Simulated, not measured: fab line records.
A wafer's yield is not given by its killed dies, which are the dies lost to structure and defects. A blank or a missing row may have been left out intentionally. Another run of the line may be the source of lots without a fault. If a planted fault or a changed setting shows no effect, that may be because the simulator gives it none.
fab line records :: flow rit_cmos
[record]
  lots = 14
  wafers = 42
  last_day = 7
route steps=202 shown GATE@84 M1@202
lots with no fault: from the same line, run without faults
start_h: the number of hours between the record's first day and the start of the first shown wafer of the lot :: wait_h: hours elapsed since this lot's preceding step :: " the same as in the row above :: L1.1+2: one row covering several wafers at once :: - either no value or no given start :: * or withheld: withheld :: < > ~ a bound
route shown NAME@n: names a module that has steps shown in the file, with the first one's number in the route :: usual: mean/standard deviation taken from wafers without a fault :: same: alike in all rows :: chamber/n: place in a boat :: sites: each site's reading :: _std_site: how widely they spread, as a standard deviation :: _edge_site: mean of outer sites minus mean of inner sites :: radius_mm: how far each site lies from the wafer's centre :: mask NAME#n: copy n :: behind: the tool/chamber that last shaped the wafer :: hold: why the lot went on hold/how many hours it stayed there/how the hold came to an end :: device: which transistor (n, p or np) failed to switch :: end of line: the tests these same wafers got at the end of their route :: a step without rows: its recipe alone :: killed: dies that structure and defects cost at the first sort, which is not the same as the wafer's yield :: map: a wafer's dies, x killed, . not, _ none there
set.NAME: the setting the step ran with; set.NAME@STEP: the setting that earlier step ran with :: model.NAME: the simulator's own value behind a step, which no gauge read
the route's steps for a sample of lots (tables are steps, rows are wafers)
services: from which hour (start_h, from the record's first day; less than 0 if before it) a tool's chamber was out of use, for how many hours, and why
[[steps]]
[step RIT_GATE_CVD_08]
[recipe]
  material = poly-Si
  target_thk_nm = 250
  temp_c = 610
  precursor = SiH4
  time_s = 2220
  pressure_mtorr = 300
  sih4_flow_sccm = 100
[usual]
  spike_tc_centre_C = 612.2/1.4
  spike_tc_load_C = 631.5/2.4
  spike_tc_source_C = 629.0/2.7
  susceptor_temp_C = 610.00/0.28
lot.wafer: L816.3
tool: lpcvd-02
chamber: 1
start_h: 38.42
wait_h: 0.0
spike_tc_centre_C: 610.8
spike_tc_load_C: 628.7
spike_tc_source_C: 628.1
susceptor_temp_C: 610.24

lot.wafer: L816.5
tool: lpcvd-02
chamber: 1
start_h: 38.42
wait_h: 0.0
spike_tc_centre_C: 612.7
spike_tc_load_C: 630.4
spike_tc_source_C: 629.7
susceptor_temp_C: 609.93

lot.wafer: L816.6
tool: lpcvd-02
chamber: 1
start_h: 38.42
wait_h: 0.0
spike_tc_centre_C: 611.2
spike_tc_load_C: 629.2
spike_tc_source_C: 628.6
susceptor_temp_C: 609.69

lot.wafer: L817.1
tool: lpcvd-01
chamber: 1
start_h: 43.07
wait_h: 0.1
spike_tc_centre_C: 612.0
spike_tc_load_C: 634.2
spike_tc_source_C: 635.8
susceptor_temp_C: 609.71

lot.wafer: L817.4
tool: lpcvd-01
chamber: 1
start_h: 43.07
wait_h: 0.1
spike_tc_centre_C: 610.1
spike_tc_load_C: 635.3
spike_tc_source_C: 632.9
susceptor_temp_C: 609.87

lot.wafer: L817.6
tool: lpcvd-01
chamber: 1
start_h: 43.07
wait_h: 0.1
spike_tc_centre_C: 610.4
spike_tc_load_C: 633.8
spike_tc_source_C: 632.1
susceptor_temp_C: 609.51

lot.wafer: L818.1
tool: lpcvd-02
chamber: 0
start_h: 48.68
wait_h: 0.1
spike_tc_centre_C: 613.1
spike_tc_load_C: 631.9
spike_tc_source_C: 625.6
susceptor_temp_C: 609.73

lot.wafer: L818.4
tool: lpcvd-02
chamber: 0
start_h: 48.68
wait_h: 0.1
spike_tc_centre_C: 613.5
spike_tc_load_C: 630.4
spike_tc_source_C: 626.7
susceptor_temp_C: 610.15

lot.wafer: L818.5
tool: lpcvd-02
chamber: 0
start_h: 48.68
wait_h: 0.1
spike_tc_centre_C: 612.9
spike_tc_load_C: 632.4
spike_tc_source_C: 625.4
susceptor_temp_C: 610.12

lot.wafer: L820.2
tool: lpcvd-02
chamber: 0
start_h: 62.36
wait_h: 0.0
spike_tc_centre_C: 614.0
spike_tc_load_C: 632.4
spike_tc_source_C: 624.2
susceptor_temp_C: 610.17

lot.wafer: L820.4
tool: lpcvd-02
chamber: 0
start_h: 62.36
wait_h: 0.0
spike_tc_centre_C: 612.6
spike_tc_load_C: 632.1
spike_tc_source_C: 625.7
susceptor_temp_C: 610.15

lot.wafer: L820.5
tool: lpcvd-02
chamber: 0
start_h: 62.36
wait_h: 0.0
spike_tc_centre_C: 612.9
spike_tc_load_C: 631.5
spike_tc_source_C: 623.1
susceptor_temp_C: 609.91

lot.wafer: L821.2
tool: lpcvd-01
chamber: 1
start_h: 64.85
wait_h: 0.0
spike_tc_centre_C: 611.5
spike_tc_load_C: 634.7
spike_tc_source_C: 635.1
susceptor_temp_C: 610.02

lot.wafer: L821.3
tool: lpcvd-01
chamber: 1
start_h: 64.85
wait_h: 0.0
spike_tc_centre_C: 611.2
spike_tc_load_C: 634.5
spike_tc_source_C: 631.7
susceptor_temp_C: 609.77

lot.wafer: L821.6
tool: lpcvd-01
chamber: 1
start_h: 64.85
wait_h: 0.0
spike_tc_centre_C: 611.9
spike_tc_load_C: 635.9
spike_tc_source_C: 631.2
susceptor_temp_C: 609.90

lot.wafer: L822.1
tool: lpcvd-02
chamber: 1
start_h: 68.44
wait_h: 0.1
spike_tc_centre_C: 610.2
spike_tc_load_C: 629.5
spike_tc_source_C: 628.4
susceptor_temp_C: 610.12

lot.wafer: L822.2
tool: lpcvd-02
chamber: 1
start_h: 68.44
wait_h: 0.1
spike_tc_centre_C: 612.3
spike_tc_load_C: 631.5
spike_tc_source_C: 628.2
susceptor_temp_C: 609.81

lot.wafer: L822.6
tool: lpcvd-02
chamber: 1
start_h: 68.44
wait_h: 0.1
spike_tc_centre_C: 610.3
spike_tc_load_C: 628.3
spike_tc_source_C: 629.0
susceptor_temp_C: 610.46

lot.wafer: L824.2
tool: lpcvd-02
chamber: 1
start_h: 80.40
wait_h: 0.4
spike_tc_centre_C: 611.3
spike_tc_load_C: 630.8
spike_tc_source_C: 628.3
susceptor_temp_C: 610.30

lot.wafer: L824.4
tool: lpcvd-02
chamber: 1
start_h: 80.40
wait_h: 0.4
spike_tc_centre_C: 612.1
spike_tc_load_C: 629.5
spike_tc_source_C: 627.2
susceptor_temp_C: 610.11

lot.wafer: L824.5
tool: lpcvd-02
chamber: 1
start_h: 80.40
wait_h: 0.4
spike_tc_centre_C: 610.2
spike_tc_load_C: 630.4
spike_tc_source_C: 629.6
susceptor_temp_C: 610.54

lot.wafer: L825.1
tool: lpcvd-02
chamber: 0
start_h: 84.00
wait_h: 0.1
spike_tc_centre_C: 613.7
spike_tc_load_C: 631.9
spike_tc_source_C: 624.0
susceptor_temp_C: 609.99

lot.wafer: L825.4
tool: lpcvd-02
chamber: 0
start_h: 84.00
wait_h: 0.1
spike_tc_centre_C: 614.4
spike_tc_load_C: 631.0
spike_tc_source_C: 625.9
susceptor_temp_C: 609.80

lot.wafer: L825.6
tool: lpcvd-02
chamber: 0
start_h: 84.00
wait_h: 0.1
spike_tc_centre_C: 613.4
spike_tc_load_C: 631.8
spike_tc_source_C: 626.9
susceptor_temp_C: 609.58

lot.wafer: L826.2
tool: lpcvd-01
chamber: 0
start_h: 89.40
wait_h: 0.0
spike_tc_centre_C: 612.5
spike_tc_load_C: 628.4
spike_tc_source_C: 627.9
susceptor_temp_C: 610.04

lot.wafer: L826.4
tool: lpcvd-01
chamber: 0
start_h: 89.40
wait_h: 0.0
spike_tc_centre_C: 613.6
spike_tc_load_C: 631.7
spike_tc_source_C: 631.6
susceptor_temp_C: 610.02

lot.wafer: L826.6
tool: lpcvd-01
chamber: 0
start_h: 89.40
wait_h: 0.0
spike_tc_centre_C: 612.2
spike_tc_load_C: 629.7
spike_tc_source_C: 629.1
susceptor_temp_C: 610.11

lot.wafer: L828.4
tool: lpcvd-01
chamber: 0
start_h: 103.44
wait_h: 0.0
spike_tc_centre_C: 612.8
spike_tc_load_C: 630.5
spike_tc_source_C: 629.8
susceptor_temp_C: 609.94

lot.wafer: L828.5
tool: lpcvd-01
chamber: 0
start_h: 103.44
wait_h: 0.0
spike_tc_centre_C: 613.4
spike_tc_load_C: 628.6
spike_tc_source_C: 628.9
susceptor_temp_C: 610.18

lot.wafer: L828.6
tool: lpcvd-01
chamber: 0
start_h: 103.44
wait_h: 0.0
spike_tc_centre_C: 612.9
spike_tc_load_C: 630.1
spike_tc_source_C: 629.3
susceptor_temp_C: 610.31

lot.wafer: L829.2
tool: lpcvd-01
chamber: 1
start_h: 105.39
wait_h: 0.0
spike_tc_centre_C: 609.7
spike_tc_load_C: 636.0
spike_tc_source_C: 634.6
susceptor_temp_C: 609.23

lot.wafer: L829.3
tool: lpcvd-01
chamber: 1
start_h: 105.39
wait_h: 0.0
spike_tc_centre_C: 610.4
spike_tc_load_C: 635.1
spike_tc_source_C: 632.9
susceptor_temp_C: 610.00

lot.wafer: L829.6
tool: lpcvd-01
chamber: 1
start_h: 105.39
wait_h: 0.0
spike_tc_centre_C: 611.8
spike_tc_load_C: 633.2
spike_tc_source_C: 631.3
susceptor_temp_C: 610.07

lot.wafer: L832.2
tool: lpcvd-02
chamber: 0
start_h: 121.55
wait_h: 0.0
spike_tc_centre_C: 614.0
spike_tc_load_C: 631.3
spike_tc_source_C: 626.7
susceptor_temp_C: 609.77

lot.wafer: L832.4
tool: lpcvd-02
chamber: 0
start_h: 121.55
wait_h: 0.0
spike_tc_centre_C: 613.9
spike_tc_load_C: 632.8
spike_tc_source_C: 626.0
susceptor_temp_C: 610.27

lot.wafer: L832.6
tool: lpcvd-02
chamber: 0
start_h: 121.55
wait_h: 0.0
spike_tc_centre_C: 613.7
spike_tc_load_C: 628.9
spike_tc_source_C: 624.3
susceptor_temp_C: 609.81

lot.wafer: L836.1
tool: lpcvd-02
chamber: 1
start_h: 138.53
wait_h: 0.1
spike_tc_centre_C: 605.3
spike_tc_load_C: 621.6
spike_tc_source_C: 620.8
susceptor_temp_C: 603.31

lot.wafer: L836.2
tool: lpcvd-02
chamber: 1
start_h: 138.53
wait_h: 0.1
spike_tc_centre_C: 606.1
spike_tc_load_C: 620.8
spike_tc_source_C: 622.3
susceptor_temp_C: 602.91

lot.wafer: L836.5
tool: lpcvd-02
chamber: 1
start_h: 138.53
wait_h: 0.1
spike_tc_centre_C: 601.6
spike_tc_load_C: 622.3
spike_tc_source_C: 621.4
susceptor_temp_C: 603.24

lot.wafer: L838.3
tool: lpcvd-02
chamber: 1
start_h: 149.75
wait_h: 0.0
spike_tc_centre_C: 605.0
spike_tc_load_C: 622.7
spike_tc_source_C: 621.9
susceptor_temp_C: 603.53

lot.wafer: L838.4
tool: lpcvd-02
chamber: 1
start_h: 149.75
wait_h: 0.0
spike_tc_centre_C: 604.2
spike_tc_load_C: 620.5
spike_tc_source_C: 621.2
susceptor_temp_C: 603.23

lot.wafer: L838.5
tool: lpcvd-02
chamber: 1
start_h: 149.75
wait_h: 0.0
spike_tc_centre_C: 603.9
spike_tc_load_C: 623.2
spike_tc_source_C: 622.5
susceptor_temp_C: 603.25
[step RIT_GATE_THK_MEAS_09]
[recipe]
  reads = poly-Si_of_GATE_CVD_08
[usual]
  GATE_POLY_THK = 249.6/2.2
lot.wafer: L816.3
tool: film_metro-03
chamber: -
start_h: 40.05
wait_h: 0.0
GATE_POLY_THK[nm]: 248.9

lot.wafer: L816.5
tool: film_metro-03
chamber: -
start_h: 40.05
wait_h: 0.0
GATE_POLY_THK[nm]: 251.1

lot.wafer: L816.6
tool: film_metro-03
chamber: -
start_h: 40.05
wait_h: 0.0
GATE_POLY_THK[nm]: 250.7

lot.wafer: L817.1
tool: film_metro-03
chamber: -
start_h: 44.69
wait_h: 0.0
GATE_POLY_THK[nm]: 252.0

lot.wafer: L817.4
tool: film_metro-03
chamber: -
start_h: 44.69
wait_h: 0.0
GATE_POLY_THK[nm]: 249.6

lot.wafer: L817.6
tool: film_metro-03
chamber: -
start_h: 44.69
wait_h: 0.0
GATE_POLY_THK[nm]: 251.1

lot.wafer: L818.1
tool: film_metro-03
chamber: -
start_h: 50.29
wait_h: 0.0
GATE_POLY_THK[nm]: 250.0

lot.wafer: L818.4
tool: film_metro-03
chamber: -
start_h: 50.29
wait_h: 0.0
GATE_POLY_THK[nm]: 250.7

lot.wafer: L818.5
tool: film_metro-03
chamber: -
start_h: 50.29
wait_h: 0.0
GATE_POLY_THK[nm]: 248.2

lot.wafer: L820.2
tool: film_metro-01
chamber: -
start_h: 63.99
wait_h: 0.0
GATE_POLY_THK[nm]: 246.4

lot.wafer: L820.4
tool: film_metro-01
chamber: -
start_h: 63.99
wait_h: 0.0
GATE_POLY_THK[nm]: 248.5

lot.wafer: L820.5
tool: film_metro-01
chamber: -
start_h: 63.99
wait_h: 0.0
GATE_POLY_THK[nm]: 249.7

lot.wafer: L821.2
tool: film_metro-01
chamber: -
start_h: 66.48
wait_h: 0.0
GATE_POLY_THK[nm]: 243.8

lot.wafer: L821.3
tool: film_metro-01
chamber: -
start_h: 66.48
wait_h: 0.0
GATE_POLY_THK[nm]: 247.8

lot.wafer: L821.6
tool: film_metro-01
chamber: -
start_h: 66.48
wait_h: 0.0
GATE_POLY_THK[nm]: 246.4

lot.wafer: L822.1
tool: film_metro-03
chamber: -
start_h: 70.06
wait_h: 0.0
GATE_POLY_THK[nm]: 245.8

lot.wafer: L822.2
tool: film_metro-03
chamber: -
start_h: 70.06
wait_h: 0.0
GATE_POLY_THK[nm]: 245.1

lot.wafer: L822.6
tool: film_metro-03
chamber: -
start_h: 70.06
wait_h: 0.0
GATE_POLY_THK[nm]: 247.4

lot.wafer: L824.2
tool: film_metro-03
chamber: -
start_h: 82.02
wait_h: 0.0
GATE_POLY_THK[nm]: 250.0

lot.wafer: L824.4
tool: film_metro-03
chamber: -
start_h: 82.02
wait_h: 0.0
GATE_POLY_THK[nm]: 250.9

lot.wafer: L824.5
tool: film_metro-03
chamber: -
start_h: 82.02
wait_h: 0.0
GATE_POLY_THK[nm]: 248.3

lot.wafer: L825.1
tool: film_metro-03
chamber: -
start_h: 85.61
wait_h: 0.0
GATE_POLY_THK[nm]: 245.2

lot.wafer: L825.4
tool: film_metro-03
chamber: -
start_h: 85.61
wait_h: 0.0
GATE_POLY_THK[nm]: 246.2

lot.wafer: L825.6
tool: film_metro-03
chamber: -
start_h: 85.61
wait_h: 0.0
GATE_POLY_THK[nm]: 245.8

lot.wafer: L826.2
tool: film_metro-01
chamber: -
start_h: 91.03
wait_h: 0.0
GATE_POLY_THK[nm]: 252.9

lot.wafer: L826.4
tool: film_metro-01
chamber: -
start_h: 91.03
wait_h: 0.0
GATE_POLY_THK[nm]: 252.2

lot.wafer: L826.6
tool: film_metro-01
chamber: -
start_h: 91.03
wait_h: 0.0
GATE_POLY_THK[nm]: 252.4

lot.wafer: L828.4
tool: film_metro-02
chamber: -
start_h: 105.08
wait_h: 0.0
GATE_POLY_THK[nm]: 250.6

lot.wafer: L828.5
tool: film_metro-02
chamber: -
start_h: 105.08
wait_h: 0.0
GATE_POLY_THK[nm]: 251.5

lot.wafer: L828.6
tool: film_metro-02
chamber: -
start_h: 105.08
wait_h: 0.0
GATE_POLY_THK[nm]: 249.7

lot.wafer: L829.2
tool: film_metro-03
chamber: -
start_h: 107.02
wait_h: 0.0
GATE_POLY_THK[nm]: 249.5

lot.wafer: L829.3
tool: film_metro-03
chamber: -
start_h: 107.02
wait_h: 0.0
GATE_POLY_THK[nm]: 251.5

lot.wafer: L829.6
tool: film_metro-03
chamber: -
start_h: 107.02
wait_h: 0.0
GATE_POLY_THK[nm]: 252.1

lot.wafer: L832.2
tool: film_metro-03
chamber: -
start_h: 123.17
wait_h: 0.0
GATE_POLY_THK[nm]: 247.7

lot.wafer: L832.4
tool: film_metro-03
chamber: -
start_h: 123.17
wait_h: 0.0
GATE_POLY_THK[nm]: 249.0

lot.wafer: L832.6
tool: film_metro-03
chamber: -
start_h: 123.17
wait_h: 0.0
GATE_POLY_THK[nm]: 249.8

lot.wafer: L836.1
tool: film_metro-03
chamber: -
start_h: 140.15
wait_h: 0.0
GATE_POLY_THK[nm]: 209.3

lot.wafer: L836.2
tool: film_metro-03
chamber: -
start_h: 140.15
wait_h: 0.0
GATE_POLY_THK[nm]: 209.8

lot.wafer: L836.5
tool: film_metro-03
chamber: -
start_h: 140.15
wait_h: 0.0
GATE_POLY_THK[nm]: 212.2

lot.wafer: L838.3
tool: film_metro-02
chamber: -
start_h: 151.38
wait_h: 0.0
GATE_POLY_THK[nm]: 209.4

lot.wafer: L838.4
tool: film_metro-02
chamber: -
start_h: 151.38
wait_h: 0.0
GATE_POLY_THK[nm]: 210.9

lot.wafer: L838.5
tool: film_metro-02
chamber: -
start_h: 151.38
wait_h: 0.0
GATE_POLY_THK[nm]: 212.0
[step RIT_GATE_ETCH_19]
[recipe]
  chemistry = SF6/CHF3/O2
  time_s = 165
  SF6_flow_sccm = 30
  CHF3_flow_sccm = 30
  O2_flow_sccm = 5
  target = poly-Si
  pressure_mtorr = 40
  rf_w = 160
  target_depth_a = 3125
  over_etch_frac = 0.25
  stop_on = SiO2
[usual]
  drypump_motor_current_A = 5.8/0.43
  oes_product_au = 0.845/0.015
  throttle_valve_pct = 10.26/0.11
lot.wafer: L816.3
tool: rie_si-01
chamber: 2
start_h: 41.44
wait_h: 0.1
drypump_motor_current_A: 6.4
oes_product_au: 0.824
rf_hours_counter_h: 5
throttle_valve_pct: 10.40

lot.wafer: L816.5
tool: rie_si-01
chamber: 1
start_h: 41.44
wait_h: 0.1
drypump_motor_current_A: 6.0
oes_product_au: 0.851
rf_hours_counter_h: -
throttle_valve_pct: 10.22

lot.wafer: L816.6
tool: rie_si-01
chamber: 0
start_h: 41.44
wait_h: 0.1
drypump_motor_current_A: 5.2
oes_product_au: 0.850
rf_hours_counter_h: -
throttle_valve_pct: 10.21

lot.wafer: L817.1
tool: rie_si-02
chamber: 0
start_h: 46.03
wait_h: 0.1
drypump_motor_current_A: 5.8
oes_product_au: 0.838
rf_hours_counter_h: 11
throttle_valve_pct: 10.26

lot.wafer: L817.4
tool: rie_si-02
chamber: 3
start_h: 46.03
wait_h: 0.1
drypump_motor_current_A: 6.3
oes_product_au: 0.851
rf_hours_counter_h: 0
throttle_valve_pct: 10.29

lot.wafer: L817.6
tool: rie_si-02
chamber: 1
start_h: 46.03
wait_h: 0.1
drypump_motor_current_A: 5.9
oes_product_au: 0.844
rf_hours_counter_h: -
throttle_valve_pct: 10.21

lot.wafer: L818.1
tool: rie_si-01
chamber: 2
start_h: 51.52
wait_h: 0.1
drypump_motor_current_A: 6.4
oes_product_au: 0.826
rf_hours_counter_h: 5
throttle_valve_pct: 10.42

lot.wafer: L818.4
tool: rie_si-01
chamber: 1
start_h: 51.52
wait_h: 0.1
drypump_motor_current_A: 6.0
oes_product_au: 0.854
rf_hours_counter_h: 139
throttle_valve_pct: 10.20

lot.wafer: L818.5
tool: rie_si-01
chamber: 1
start_h: 51.52
wait_h: 0.1
drypump_motor_current_A: 6.0
oes_product_au: 0.852
rf_hours_counter_h: -
throttle_valve_pct: 10.21

lot.wafer: L820.2
tool: rie_si-01
chamber: 1
start_h: 65.21
wait_h: 0.1
drypump_motor_current_A: 6.1
oes_product_au: 0.847
rf_hours_counter_h: 139
throttle_valve_pct: 10.21

lot.wafer: L820.4
tool: rie_si-01
chamber: 0
start_h: 65.21
wait_h: 0.1
drypump_motor_current_A: 5.2
oes_product_au: 0.853
rf_hours_counter_h: 3
throttle_valve_pct: 10.20

lot.wafer: L820.5
tool: rie_si-01
chamber: 2
start_h: 65.21
wait_h: 0.1
drypump_motor_current_A: 6.4
oes_product_au: 0.828
rf_hours_counter_h: -
throttle_valve_pct: 10.40

lot.wafer: L821.2
tool: rie_si-02
chamber: 2
start_h: 67.69
wait_h: 0.1
drypump_motor_current_A: 5.1
oes_product_au: 0.828
rf_hours_counter_h: 115
throttle_valve_pct: 10.06

lot.wafer: L821.3
tool: rie_si-02
chamber: 0
start_h: 67.69
wait_h: 0.1
drypump_motor_current_A: 5.8
oes_product_au: 0.831
rf_hours_counter_h: 11
throttle_valve_pct: 10.26

lot.wafer: L821.6
tool: rie_si-02
chamber: 2
start_h: 67.69
wait_h: 0.1
drypump_motor_current_A: 5.2
oes_product_au: 0.835
rf_hours_counter_h: -
throttle_valve_pct: 10.08

lot.wafer: L822.1
tool: rie_si-01
chamber: 3
start_h: 71.53
wait_h: 0.1
drypump_motor_current_A: 6.0
oes_product_au: 0.860
rf_hours_counter_h: 4
throttle_valve_pct: 10.42

lot.wafer: L822.2
tool: rie_si-01
chamber: 1
start_h: 71.53
wait_h: 0.1
drypump_motor_current_A: 6.0
oes_product_au: 0.839
rf_hours_counter_h: 139
throttle_valve_pct: 10.21

lot.wafer: L822.6
tool: rie_si-01
chamber: 3
start_h: 71.53
wait_h: 0.1
drypump_motor_current_A: 6.0
oes_product_au: 0.864
rf_hours_counter_h: -
throttle_valve_pct: 10.43

lot.wafer: L824.2
tool: rie_si-01
chamber: 0
start_h: 83.35
wait_h: 0.1
drypump_motor_current_A: 5.1
oes_product_au: 0.844
rf_hours_counter_h: 3
throttle_valve_pct: 10.20

lot.wafer: L824.4
tool: rie_si-01
chamber: 1
start_h: 83.35
wait_h: 0.1
drypump_motor_current_A: 6.0
oes_product_au: 0.854
rf_hours_counter_h: 139
throttle_valve_pct: 10.21

lot.wafer: L824.5
tool: rie_si-01
chamber: 2
start_h: 83.35
wait_h: 0.1
drypump_motor_current_A: 6.4
oes_product_au: 0.826
rf_hours_counter_h: -
throttle_valve_pct: 10.41

lot.wafer: L825.1
tool: rie_si-02
chamber: 0
start_h: 86.83
wait_h: 0.1
drypump_motor_current_A: 5.7
oes_product_au: 0.827
rf_hours_counter_h: 11
throttle_valve_pct: 10.26

lot.wafer: L825.4
tool: rie_si-02
chamber: 2
start_h: 86.83
wait_h: 0.1
drypump_motor_current_A: 5.1
oes_product_au: 0.836
rf_hours_counter_h: -
throttle_valve_pct: 10.07

lot.wafer: L825.6
tool: rie_si-02
chamber: 1
start_h: 86.83
wait_h: 0.1
drypump_motor_current_A: 5.9
oes_product_au: 0.830
rf_hours_counter_h: -
throttle_valve_pct: 10.21

lot.wafer: L826.2
tool: rie_si-01
chamber: 3
start_h: 92.23
wait_h: 0.1
drypump_motor_current_A: 6.0
oes_product_au: 0.872
rf_hours_counter_h: 5
throttle_valve_pct: 10.43

lot.wafer: L826.4
tool: rie_si-01
chamber: 0
start_h: 92.23
wait_h: 0.1
drypump_motor_current_A: 5.1
oes_product_au: 0.861
rf_hours_counter_h: 3
throttle_valve_pct: 10.21

lot.wafer: L826.6
tool: rie_si-01
chamber: 3
start_h: 92.23
wait_h: 0.1
drypump_motor_current_A: 6.0
oes_product_au: 0.870
rf_hours_counter_h: -
throttle_valve_pct: 10.43

lot.wafer: L828.4
tool: rie_si-01
chamber: 3
start_h: 106.27
wait_h: 0.1
drypump_motor_current_A: 6.0
oes_product_au: 0.880
rf_hours_counter_h: 5
throttle_valve_pct: 10.44

lot.wafer: L828.5
tool: rie_si-01
chamber: 1
start_h: 106.27
wait_h: 0.1
drypump_motor_current_A: 6.0
oes_product_au: 0.861
rf_hours_counter_h: -
throttle_valve_pct: 10.23

lot.wafer: L828.6
tool: rie_si-01
chamber: 2
start_h: 106.27
wait_h: 0.1
drypump_motor_current_A: 6.4
oes_product_au: 0.819
rf_hours_counter_h: -
throttle_valve_pct: 10.41

lot.wafer: L829.2
tool: rie_si-02
chamber: 1
start_h: 108.35
wait_h: 0.1
drypump_motor_current_A: 5.9
oes_product_au: 0.848
rf_hours_counter_h: 57
throttle_valve_pct: 10.23

lot.wafer: L829.3
tool: rie_si-02
chamber: 2
start_h: 108.35
wait_h: 0.1
drypump_motor_current_A: 5.1
oes_product_au: 0.851
rf_hours_counter_h: 116
throttle_valve_pct: 10.08

lot.wafer: L829.6
tool: rie_si-02
chamber: 2
start_h: 108.35
wait_h: 0.1
drypump_motor_current_A: 5.2
oes_product_au: 0.850
rf_hours_counter_h: -
throttle_valve_pct: 10.07

lot.wafer: L832.2
tool: rie_si-01
chamber: 2
start_h: 124.61
wait_h: 0.1
drypump_motor_current_A: 6.4
oes_product_au: 0.829
rf_hours_counter_h: 6
throttle_valve_pct: 10.40

lot.wafer: L832.4
tool: rie_si-01
chamber: 3
start_h: 124.61
wait_h: 0.1
drypump_motor_current_A: 6.0
oes_product_au: 0.863
rf_hours_counter_h: 5
throttle_valve_pct: 10.42

lot.wafer: L832.6
tool: rie_si-01
chamber: 2
start_h: 124.61
wait_h: 0.1
drypump_motor_current_A: 6.4
oes_product_au: 0.824
rf_hours_counter_h: -
throttle_valve_pct: 10.40

lot.wafer: L836.1
tool: rie_si-01
chamber: 0
start_h: 141.36
wait_h: 0.1
drypump_motor_current_A: 5.1
oes_product_au: 0.757
rf_hours_counter_h: 4
throttle_valve_pct: 10.20

lot.wafer: L836.2
tool: rie_si-01
chamber: 2
start_h: 141.36
wait_h: 0.1
drypump_motor_current_A: 6.4
oes_product_au: 0.729
rf_hours_counter_h: 6
throttle_valve_pct: 10.39

lot.wafer: L836.5
tool: rie_si-01
chamber: 2
start_h: 141.36
wait_h: 0.1
drypump_motor_current_A: 6.4
oes_product_au: 0.736
rf_hours_counter_h: -
throttle_valve_pct: 10.40

lot.wafer: L838.3
tool: rie_si-01
chamber: 0
start_h: 152.91
wait_h: 0.1
drypump_motor_current_A: 5.1
oes_product_au: 0.768
rf_hours_counter_h: 4
throttle_valve_pct: 10.22

lot.wafer: L838.4
tool: rie_si-01
chamber: 1
start_h: 152.91
wait_h: 0.1
drypump_motor_current_A: 6.0
oes_product_au: 0.755
rf_hours_counter_h: 140
throttle_valve_pct: 10.22

lot.wafer: L838.5
tool: rie_si-01
chamber: 3
start_h: 152.91
wait_h: 0.1
drypump_motor_current_A: 6.0
oes_product_au: 0.778
rf_hours_counter_h: -
throttle_valve_pct: 10.43
[step RIT_M1_PROBE_99]
[usual]
  killed_at_M0_to_M3 = 0.0/0.12
  killed_at_contacts = 0.1/0.27
  killed_at_front_end = 7/3.1
  killed_dies = 7/3.1
  killed_on_rim = 1.9/1.5
  killed_open = 3.6/2.3
  killed_short = 3.2/2
[same]
  gross_dies = 264
  killed_at_M4_up = 0
  killed_at_back_side = 0
  killed_at_other = 0
lot.wafer: L825.1
tool: prober-01
chamber: -
start_h: 106.95
wait_h: 0.1
killed_at_M0_to_M3: 0
killed_at_contacts: 0
killed_at_front_end: 7
killed_dies: 7
killed_on_rim: 1
killed_open: 2
killed_short: 5

lot.wafer: L825.4
tool: prober-01
chamber: -
start_h: 107.10
wait_h: 0.2
killed_at_M0_to_M3: 0
killed_at_contacts: 0
killed_at_front_end: 2
killed_dies: 2
killed_on_rim: 1
killed_open: 1
killed_short: 1

lot.wafer: L825.6
tool: prober-01
chamber: -
start_h: 107.20
wait_h: 0.2
killed_at_M0_to_M3: 0
killed_at_contacts: 0
killed_at_front_end: 9
killed_dies: 9
killed_on_rim: 4
killed_open: 6
killed_short: 3

lot.wafer: L826.2
tool: prober-02
chamber: -
start_h: 113.46
wait_h: 0.1
killed_at_M0_to_M3: 0
killed_at_contacts: 0
killed_at_front_end: 6
killed_dies: 6
killed_on_rim: 1
killed_open: 4
killed_short: 2

lot.wafer: L826.4
tool: prober-02
chamber: -
start_h: 113.56
wait_h: 0.2
killed_at_M0_to_M3: 0
killed_at_contacts: 0
killed_at_front_end: 5
killed_dies: 5
killed_on_rim: 2
killed_open: 1
killed_short: 3

lot.wafer: L826.6
tool: prober-02
chamber: -
start_h: 113.66
wait_h: 0.2
killed_at_M0_to_M3: 0
killed_at_contacts: 0
killed_at_front_end: 7
killed_dies: 7
killed_on_rim: 1
killed_open: 6
killed_short: 1
// killed by level:class
L825.1 GATE:geometric_particle:short=5 GATE:geometric_particle:open=1 REOX:geometric_particle:open=1
L825.4 SPACER:geometric_particle:open=1 SILICIDE:geometric_particle:short=1
L825.6 SPACER:geometric_particle:open=3 GATE:geometric_particle:short=2 FOX1:geometric_particle:open=1 FOX2:geometric_particle:short=1 GATE:geometric_particle:open=1 REOX:geometric_particle:open=1
L826.2 FOX1:geometric_particle:short=2 GATE:geometric_particle:open=2 SPACER:geometric_particle:open=1 SILICIDE:geometric_particle:open=1
L826.4 GATE:geometric_particle:short=2 FOX2:geometric_particle:open=1 REOX:geometric_particle:short=1 PLDD:coat_microbubble_printed=1
L826.6 GATE:geometric_particle:open=2 SPACER:geometric_particle:open=2 FOX2:geometric_particle:open=1 GATE:geometric_particle:short=1 SILICIDE:geometric_particle:open=1
[[services]]
tool: rie_si-02
chamber: 0
start_h: 54.12
hours: 4.5
kind: repair

tool: rie_si-02
chamber: 3
start_h: 59.48
hours: 4.6
kind: repair

tool: rie_si-02
chamber: 3
start_h: 64.96
hours: 24.9
kind: repair

tool: rie_si-01
chamber: -
start_h: 137.31
hours: 2.8
kind: pm
[[key]]
[first_sign]
  step = RIT_GATE_CVD_08
  reading = susceptor_temp_C
  direction = down
  sigmas = 24
  usual = *
  struck = *
[effect]
  step = RIT_GATE_CVD_08
  reading = spike_tc_centre_C
  direction = down
  sigmas = 5.5
  usual = 612.2
  struck = 604.4
[effect]
  step = RIT_GATE_THK_MEAS_09
  reading = GATE_POLY_THK
  direction = down
  sigmas = 17
  usual = 249.6
  struck = 210.6
[effect]
  step = RIT_GATE_ETCH_19
  reading = oes_product_au
  direction = down
  sigmas = 6.3
  usual = 0.845
  struck = 0.754
met_at RIT_GATE_CVD_08
struck_lots L836,L838
struck_wafers L836.1,L836.2,L836.5,L838.3,L838.4,L838.5
tester_left_out L836,L838
onset_between 80.40 138.53
[fault]
  kind = process_parameter_drift
  tool = lpcvd-02
  chamber = 1
  onset_h = 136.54
  steps = RIT_GATE_CVD_08
  channel = temp_c
  offset = *
  shape = step
  end_h = 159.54
  acts_in = *
  stated = *
// tester_left_out: of these lots the tester's yield and bins aren't shown, on N5 and GAA mostly nor the transistor test; their killed dies are dies lost to structure and defects alone, not to doping, threshold or leakage, so they don't give the yield
